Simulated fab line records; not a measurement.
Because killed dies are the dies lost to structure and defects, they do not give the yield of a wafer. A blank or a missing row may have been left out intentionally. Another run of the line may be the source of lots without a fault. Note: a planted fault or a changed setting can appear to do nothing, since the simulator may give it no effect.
Code-filled problem report in 8D (eight disciplines) form	flow berkeley_cmos170	the parts of the form that need people (team, actions taken, sign-off) are left out

## 1. PROBLEM STATEMENT
Mean M3_AL_RS at UCB170_M3_RS_MEAS_02: 0.0350 ohm/sq over 3 wafers in 2 lots; fault-free wafers: 0.0322 ohm/sq, standard deviation 0.00032. That puts it +8.9 standard deviations away from the usual mean.
The step: measures by four-point-probe.
Earliest sighting: wafer L975.4 on film_metro-02 at day 10 06:08. The record holds 18 wafers of 6 lots with a number at this step. Rule for "out", or "out of limits": more than 4 standard deviations from the usual mean. The other wafers with a number count as sound.

## 2. WHAT IT IS AND WHAT IT IS NOT
question	is	is not
which readings at this step	M3_AL_RS	-
which lots	L973, L975	L962, L967, L978, L980
which wafers of those lots	L973.5, L975.4, L975.5	L973.2, L973.3, L975.2
read on which gauges	film_metro-02, film_metro-04	film_metro-03
when	from day 10 06:08	up to then (7 sound wafers); but 8 sound wafers of L973, L978, L980 came after

## 3. WHAT RULES OUT EACH SUSPECT
Counting: any tool at a process step up to the reading remains a suspect provided it ran every lot that is out. Sound lots after the first of them don't rule it out here, since some wafers of a struck lot are sound.
- the gauge at UCB170_M3_RS_MEAS_02 has been ruled out. 2 gauges (film_metro-02, film_metro-04) read the wafers that are out.
- pvd_sputter-03 at UCB170_M3_SPUTTER_01 (material Al, target thk 900 nm, time 120 s): kept. Ran every lot that is out, first one L975 (day 10 06:02); last sound lot up to then L962 (day 8 01:13).
The count leaves pvd_sputter-03 at UCB170_M3_SPUTTER_01.

## 4. THE CAUSE (what the simulator had put in)
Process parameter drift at UCB170_M3_SPUTTER_01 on pvd_sputter-03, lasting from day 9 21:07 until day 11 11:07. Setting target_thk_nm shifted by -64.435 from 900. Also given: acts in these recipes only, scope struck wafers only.
The count eliminated every tool but this one.

## 5. SEQUENCE OF EFFECTS, ordered by route
Rows list readings where the struck wafers' mean (over those with a number) sits beyond 3 standard deviations from the usual. Only readings whose record carries a usual standard deviation are examined. hours: median over the lots of the time between each lot's start at the first step of this table that gives one and its start at this step. sigmas: the change, counted in usual standard deviations.
hours	step	reading	usual	on struck wafers	change	sigmas
0	UCB170_M3_RS_MEAS_02	M3_AL_RS	0.0322 ohm/sq	0.0350	+0.0028	+8.9
0	UCB170_M3_THK_MEAS_03	M3_AL_THK	885 nm	813	-72	-8.1

## 6. WHAT WOULD HAVE CAUGHT IT SOONER
9 hours passed between the start of the fault at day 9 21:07 and the first reading out of limits at a measuring or inspecting step in this record, taken at day 10 06:08.
Tool readings at UCB170_M3_SPUTTER_01 with a usual standard deviation given in the record: none out on any struck wafer, hence no alarm at a limit of 4 standard deviations on them.
L973, from the lots that are out (2), started UCB170_M3_SPUTTER_01 on pvd_sputter-03 later than day 10 06:08. Had the tool been put on hold then, it would have been spared.
